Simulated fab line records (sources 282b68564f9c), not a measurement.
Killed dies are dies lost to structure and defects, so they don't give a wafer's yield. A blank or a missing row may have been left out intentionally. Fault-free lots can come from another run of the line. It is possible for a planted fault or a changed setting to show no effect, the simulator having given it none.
8D (eight disciplines) problem report, filled in by code | flow rit cmos | the parts of the form that need people (team, actions taken, sign-off) are left out

1. PROBLEM STATEMENT
CONTACT_TEOS_THK at RIT_CONTACT_THK_MEAS_01 reads a mean of 151 nm on 1 wafer of 1 lot; wafers without a fault read 398 nm with a standard deviation of 5.3. That puts it -47 standard deviations away from the usual mean.
Seen first at day 5 10:27 on film metro-02, wafer L977.6. At this step, 39 wafers from 13 lots have a number in the record. The rule behind "out" and "out of limits": a value lying over 4 standard deviations away from the usual mean. All remaining wafers that have a number are taken as sound.

2. WHAT IT IS; WHAT IT IS NOT
question                    | is               | is not
which readings at this step | CONTACT_TEOS_THK | -
which lots                  | L977             | L966, L967, L969, L970, L978, L979, L981, L982, L984, L985, L987, L988
which wafers of those lots  | L977.6           | L977.2, L977.5
read on which gauges        | film metro-02    | film metro-01, film metro-04
when                        | from day 5 10:27 | up to then (14 sound wafers); but 24 sound wafers of L978, L979, L981, L982, L984, L985, L987, L988 came after

3. SUSPECTS, AND WHAT RULES EACH OUT
Counting: any tool at a process step up to the reading remains a suspect provided it ran every lot that is out. Sound lots after the first of them don't rule it out here, since some wafers of a struck lot are sound.
- the gauge at RIT_CONTACT_THK_MEAS_01 is ruled out. All the wafers that are out were read on film metro-02, but those of them that RIT_CONTACT_CVD_00 has rows for are out there too, on other tools.
- pecvd-02 at RIT_CONTACT_CVD_00 (deposits SiO2 from TEOS, target thk 400 nm, time 61 s): kept. It ran the lot that is out, L977 (day 5 10:23). Its own run length s readings are out on those wafers.
- Within pecvd-02 at RIT_CONTACT_CVD_00, the wafers that are out were processed in chamber 2 and their sound lot-mates in chamber 0.
Remaining after the count: pecvd-02 at RIT_CONTACT_CVD_00.

4. THE CAUSE (what the simulator had put in)
pecvd-02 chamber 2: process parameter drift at RIT_CONTACT_CVD_00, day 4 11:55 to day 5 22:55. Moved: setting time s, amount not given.
Counting left only this tool.

5. THE EFFECT CHAIN, in route order
Each row: a reading whose mean over the struck wafers that have a number lies more than 3 standard deviations from the usual. Only readings whose record carries a usual standard deviation are examined. hours: median over the lots of the time between each lot's start at the first step of this table that gives one and its start at this step. sigmas: the change, counted in usual standard deviations.
hours | step                    | reading          | usual  | on struck wafers | change | sigmas
0     | RIT_CONTACT_CVD_00      | run length s     | 88.8 s | 51.2             | -37.6  | -61
0     | RIT_CONTACT_THK_MEAS_01 | CONTACT_TEOS_THK | 398 nm | 151              | -247   | -47
It contains these process steps:
- RIT_CONTACT_CVD_00: deposits SiO2 from TEOS, target thk 400 nm, time 61 s.

6. WHAT WOULD HAVE CAUGHT IT SOONER
In this record the first reading out of limits at a measuring or inspecting step was taken at day 5 10:27, 23 hours after the fault began at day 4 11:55.
At RIT_CONTACT_CVD_00, the tool's own readings (run length s) were out on each struck wafer the step has a row for, so an alarm limit on them would have fired on the first such wafer.
Lots out: 1; all had begun RIT_CONTACT_CVD_00 on pecvd-02 by day 5 10:27. None of them would have been spared by holding the tool at that moment.
